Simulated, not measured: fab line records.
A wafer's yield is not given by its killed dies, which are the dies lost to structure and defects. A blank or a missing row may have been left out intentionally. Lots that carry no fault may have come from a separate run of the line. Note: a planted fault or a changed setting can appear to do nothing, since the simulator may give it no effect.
Which tool is to blame? / flow rit-cmos / Sampling: 14 lots, 42 wafers, 6 of 202 route steps

== WHAT THE GAUGES READ, wafer by wafer ==
RIT_SDANNEAL_RS_MEAS_04: measures by four-point-probe.
lot=L406; measured=day 3 21:51; on=film-metro-02; PSD_RS (ohm/sq)=115.9 116.0 116.4
lot=L407; measured=day 4 01:00; on=film-metro-03; PSD_RS (ohm/sq)=116.3 116.3 116.2
lot=L409; measured=day 4 11:31; on=film-metro-03; PSD_RS (ohm/sq)=116.6 116.2 116.4
lot=L411; measured=day 5 00:09; on=film-metro-03; PSD_RS (ohm/sq)=115.7 116.4 116.1
lot=L412; measured=day 5 03:35; on=film-metro-03; PSD_RS (ohm/sq)=116.1 115.7 115.9
lot=L413; measured=day 5 10:06; on=film-metro-03; PSD_RS (ohm/sq)=116.4 116.6 116.4
lot=L415; measured=day 5 17:34; on=film-metro-01; PSD_RS (ohm/sq)=116.3 115.9 115.7
lot=L414; measured=day 5 18:54; on=film-metro-01; PSD_RS (ohm/sq)=116.2 116.6 116.3
lot=L416; measured=day 6 00:44; on=film-metro-01; PSD_RS (ohm/sq)=115.6 115.7 115.2
lot=L419; measured=day 6 14:43; on=film-metro-03; PSD_RS (ohm/sq)=129.8 130.1 129.9 129.8 129.8 130.1
lot=L421; measured=day 7 01:23; on=film-metro-01; PSD_RS (ohm/sq)=130.1 130.7 130.0 130.4 130.3 129.8
lot=L422; measured=day 7 06:06; on=film-metro-01; PSD_RS (ohm/sq)=115.8 115.7 116.3
lot=L424; measured=day 7 14:41; on=film-metro-02; PSD_RS (ohm/sq)=115.7 115.4 115.2
lot=L426; measured=day 8 02:04; on=film-metro-02; PSD_RS (ohm/sq)=115.9 116.2 116.4

RIT_SDANNEAL_RS_MEAS_06: measures by four-point-probe.
lot=L406; measured=day 3 22:05; on=film-metro-02; PLDD_RS (ohm/sq)=178.5 179.0 179.1
lot=L407; measured=day 4 01:14; on=film-metro-03; PLDD_RS (ohm/sq)=179.0 179.1 178.5
lot=L409; measured=day 4 11:46; on=film-metro-03; PLDD_RS (ohm/sq)=178.8 179.0 179.5
lot=L411; measured=day 5 00:23; on=film-metro-03; PLDD_RS (ohm/sq)=178.0 178.8 178.7
lot=L412; measured=day 5 03:50; on=film-metro-03; PLDD_RS (ohm/sq)=179.1 178.9 179.6
lot=L413; measured=day 5 10:20; on=film-metro-03; PLDD_RS (ohm/sq)=178.8 178.5 178.3
lot=L415; measured=day 5 17:48; on=film-metro-01; PLDD_RS (ohm/sq)=179.1 179.1 178.9
lot=L414; measured=day 5 19:08; on=film-metro-01; PLDD_RS (ohm/sq)=179.0 179.4 179.9
lot=L416; measured=day 6 00:58; on=film-metro-01; PLDD_RS (ohm/sq)=178.0 178.5 177.7
lot=L419; measured=day 6 18:31; on=film-metro-03; PLDD_RS (ohm/sq)=194.0 194.0 194.4 193.4 193.5 194.6
lot=L421; measured=day 7 09:27; on=film-metro-01; PLDD_RS (ohm/sq)=194.2 194.4 194.0 194.4 194.6 194.4
lot=L422; measured=day 7 06:20; on=film-metro-01; PLDD_RS (ohm/sq)=179.7 179.3 179.4
lot=L424; measured=day 7 14:56; on=film-metro-02; PLDD_RS (ohm/sq)=179.2 179.0 179.4
lot=L426; measured=day 8 02:18; on=film-metro-02; PLDD_RS (ohm/sq)=178.9 178.4 178.6

RIT_CONTACT_CD_MEAS_08 targets a cd of 1000 nm.
lot=L406; measured=day 3 23:55; on=cd-sem-02; cd-nm (nm)=997.8 1000.6 995.5
lot=L407; measured=day 4 03:11; on=cd-sem-01; cd-nm (nm)=1000.3 998.6 1001.1
lot=L409; measured=day 4 13:36; on=cd-sem-01; cd-nm (nm)=999.0 998.4 998.7
lot=L411; measured=day 5 02:21; on=cd-sem-01; cd-nm (nm)=1001.8 999.9 1001.5
lot=L412; measured=day 5 05:47; on=cd-sem-02; cd-nm (nm)=1001.6 1002.2 1002.4
lot=L413; measured=day 5 12:11; on=cd-sem-02; cd-nm (nm)=1001.6 999.9 997.8
lot=L415; measured=day 5 19:52; on=cd-sem-02; cd-nm (nm)=999.5 997.1 999.2
lot=L414; measured=day 5 21:02; on=cd-sem-02; cd-nm (nm)=998.7 1000.2 999.4
lot=L416; measured=day 6 02:56; on=cd-sem-02; cd-nm (nm)=1001.0 1000.9 1001.5
lot=L419; measured=day 6 21:52; on=cd-sem-02; cd-nm (nm)=998.0 995.6 997.9
lot=L421; measured=day 7 16:34; on=cd-sem-02; cd-nm (nm)=1006.3 1002.8 1002.5
lot=L422; measured=day 7 08:17; on=cd-sem-02; cd-nm (nm)=1004.9 1000.4 1002.8
lot=L424; measured=day 7 17:04; on=cd-sem-02; cd-nm (nm)=999.5 999.3 997.1
lot=L426; measured=day 8 04:16; on=cd-sem-02; cd-nm (nm)=998.7 998.5 996.2

RIT_CONTACT_CD_MEAS_90 targets a cd of 1000 nm.
lot=L406; measured=day 4 00:38; on=cd-sem-01; cd-nm (nm)=997.5 999.7 995.7
lot=L407; measured=day 4 03:53; on=cd-sem-01; cd-nm (nm)=1000.3 998.6 1001.4
lot=L409; measured=day 4 14:17; on=cd-sem-01; cd-nm (nm)=998.9 998.4 998.8
lot=L411; measured=day 5 03:10; on=cd-sem-02; cd-nm (nm)=1001.5 1000.4 1001.8
lot=L412; measured=day 5 06:28; on=cd-sem-02; cd-nm (nm)=1001.5 1002.0 1002.3
lot=L413; measured=day 5 12:52; on=cd-sem-02; cd-nm (nm)=1001.0 999.7 997.7
lot=L415; measured=day 5 20:32; on=cd-sem-02; cd-nm (nm)=999.2 996.9 999.4
lot=L414; measured=day 5 21:42; on=cd-sem-02; cd-nm (nm)=998.7 999.3 999.4
lot=L416; measured=day 6 03:37; on=cd-sem-02; cd-nm (nm)=1000.7 1000.8 1001.6
lot=L419; measured=day 6 22:46; on=cd-sem-02; cd-nm (nm)=999.0 995.6 998.9
lot=L421; measured=day 7 17:14; on=cd-sem-02; cd-nm (nm)=1007.0 1002.5 1001.9
lot=L422; measured=day 7 08:58; on=cd-sem-02; cd-nm (nm)=1005.2 1000.2 1003.1
lot=L424; measured=day 7 17:55; on=cd-sem-02; cd-nm (nm)=999.9 999.5 997.5
lot=L426; measured=day 8 04:56; on=cd-sem-01; cd-nm (nm)=998.6 998.2 996.1

RIT_M1_THK_MEAS_02: measures by xrf.
lot=L406; measured=day 4 01:31; on=film-metro-01; M1_AL_THK (nm)=401 405 401
lot=L407; measured=day 4 04:46; on=film-metro-02; M1_AL_THK (nm)=405 404 408
lot=L409; measured=day 4 15:10; on=film-metro-03; M1_AL_THK (nm)=410 410 408
lot=L411; measured=day 5 04:04; on=film-metro-02; M1_AL_THK (nm)=403 404 403
lot=L412; measured=day 5 07:23; on=film-metro-03; M1_AL_THK (nm)=404 408 406
lot=L413; measured=day 5 13:58; on=film-metro-01; M1_AL_THK (nm)=404 402 403
lot=L415; measured=day 5 21:25; on=film-metro-03; M1_AL_THK (nm)=403 401 402
lot=L414; measured=day 5 22:46; on=film-metro-02; M1_AL_THK (nm)=409 411 409
lot=L416; measured=day 6 04:40; on=film-metro-02; M1_AL_THK (nm)=396 395 398
lot=L419; measured=day 6 23:40; on=film-metro-02; M1_AL_THK (nm)=408 404 407
lot=L421; measured=day 7 18:07; on=film-metro-03; M1_AL_THK (nm)=410 411 409
lot=L422; measured=day 7 09:51; on=film-metro-03; M1_AL_THK (nm)=398 399 402
lot=L424; measured=day 7 18:47; on=film-metro-03; M1_AL_THK (nm)=402 406 404
lot=L426; measured=day 8 06:01; on=film-metro-01; M1_AL_THK (nm)=402 402 406

== WHAT TOOL EACH LOT RAN ON (gives the tool, then ch and the chambers of the sampled wafers, and finally the start) ==
lot=L406; RIT_SDANNEAL_RTA_03=rtp-anneal-02 ch 0, day 3 21:47
lot=L407; RIT_SDANNEAL_RTA_03=rtp-anneal-01 ch 0, day 4 00:56
lot=L409; RIT_SDANNEAL_RTA_03=rtp-anneal-01 ch 0, day 4 11:28
lot=L411; RIT_SDANNEAL_RTA_03=rtp-anneal-01 ch 0, day 5 00:05
lot=L412; RIT_SDANNEAL_RTA_03=rtp-anneal-02 ch 0, day 5 03:32
lot=L413; RIT_SDANNEAL_RTA_03=rtp-anneal-01 ch 0, day 5 10:03
lot=L415; RIT_SDANNEAL_RTA_03=rtp-anneal-02 ch 0, day 5 17:29
lot=L414; RIT_SDANNEAL_RTA_03=rtp-anneal-01 ch 0, day 5 18:49
lot=L416; RIT_SDANNEAL_RTA_03=rtp-anneal-02 ch 0, day 6 00:40
lot=L419; RIT_SDANNEAL_RTA_03=rtp-anneal-01 ch 0, day 6 14:39
lot=L421; RIT_SDANNEAL_RTA_03=rtp-anneal-01 ch 0, day 7 01:20
lot=L422; RIT_SDANNEAL_RTA_03=rtp-anneal-02 ch 0, day 7 06:02
lot=L424; RIT_SDANNEAL_RTA_03=rtp-anneal-02 ch 0, day 7 14:38
lot=L426; RIT_SDANNEAL_RTA_03=rtp-anneal-02 ch 0, day 8 02:01
- RIT_SDANNEAL_RTA_03: time 5 s.

== WHAT THE TOOLS THEMSELVES READ (means of the sampled wafers that have a number; where no wafer has one, the mark that the record gives instead) ==
RIT_SDANNEAL_RTA_03.
lot=L406 tool=rtp-anneal-02 wafer_temp_C_max=1052.4
lot=L407 tool=rtp-anneal-01 wafer_temp_C_max=1054.0
lot=L409 tool=rtp-anneal-01 wafer_temp_C_max=1053.3
lot=L411 tool=rtp-anneal-01 wafer_temp_C_max=1052.3
lot=L412 tool=rtp-anneal-02 wafer_temp_C_max=1054.1
lot=L413 tool=rtp-anneal-01 wafer_temp_C_max=1053.0
lot=L415 tool=rtp-anneal-02 wafer_temp_C_max=1052.7
lot=L414 tool=rtp-anneal-01 wafer_temp_C_max=1053.7
lot=L416 tool=rtp-anneal-02 wafer_temp_C_max=1052.9
lot=L419 tool=rtp-anneal-01 wafer_temp_C_max=1033.2
lot=L421 tool=rtp-anneal-01 wafer_temp_C_max=1033.2
lot=L422 tool=rtp-anneal-02 wafer_temp_C_max=1053.3
lot=L424 tool=rtp-anneal-02 wafer_temp_C_max=1055.1
lot=L426 tool=rtp-anneal-02 wafer_temp_C_max=1053.5

== THE ANSWER, worked out from the rows above alone ==
Rule: usual is defined by the lots themselves. The widest of any qualifying gaps counts: lots, ordered by their means at a reading, are off when they make up no more than a third of the lots, leave a main group of 4 or more, and stand apart from it by 3 or more times the standard deviation of that group's means. A main group is skipped when, at the precision printed for the reading in the tables above, its means are all equal. Also off: a lot with no number at a reading for which 4 or more lots have one. The other lots that the step has rows for count as sound. Order of review: gauges by route order, followed by the tools' own readings, for which a lot's mean as printed above is used. The first step at which some lot is off is used, and at that step the reading that is off furthest; a lot without a number counts as furthest.
Off: L419, L421, at RIT_SDANNEAL_RS_MEAS_04 (PSD_RS). The main group: mean 116.0 ohm/sq, standard deviation 0.31.
A tool fits if, at a process step before that reading, it ran every lot that is off, and no sound lot after the first of them. The gauges at RIT_SDANNEAL_RS_MEAS_04 aren't tried: what is off there is off at RIT_SDANNEAL_RTA_03 too, on other tools, and a gauge's error can't cause that. One fits: RIT_SDANNEAL_RTA_03 on rtp-anneal-01. Its last sound lot is L414 (day 5 18:49), its first lot that is off L419 (day 6 14:39): a fault that began between those two fits.
The tool's own readings at RIT_SDANNEAL_RTA_03 bear it out: on the lots that are off they differ by more than 5 times the standard deviation of the sound lots' means. wafer_temp_C_max reads 1033.2 there against 1053.4 on the sound lots.

== WHAT THE SIMULATOR PUT IN ==
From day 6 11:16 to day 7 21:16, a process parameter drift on rtp-anneal-01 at RIT_SDANNEAL_RTA_03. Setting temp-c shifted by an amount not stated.
Struck lots among those shown: L419, L421. The same result came from the rule above.
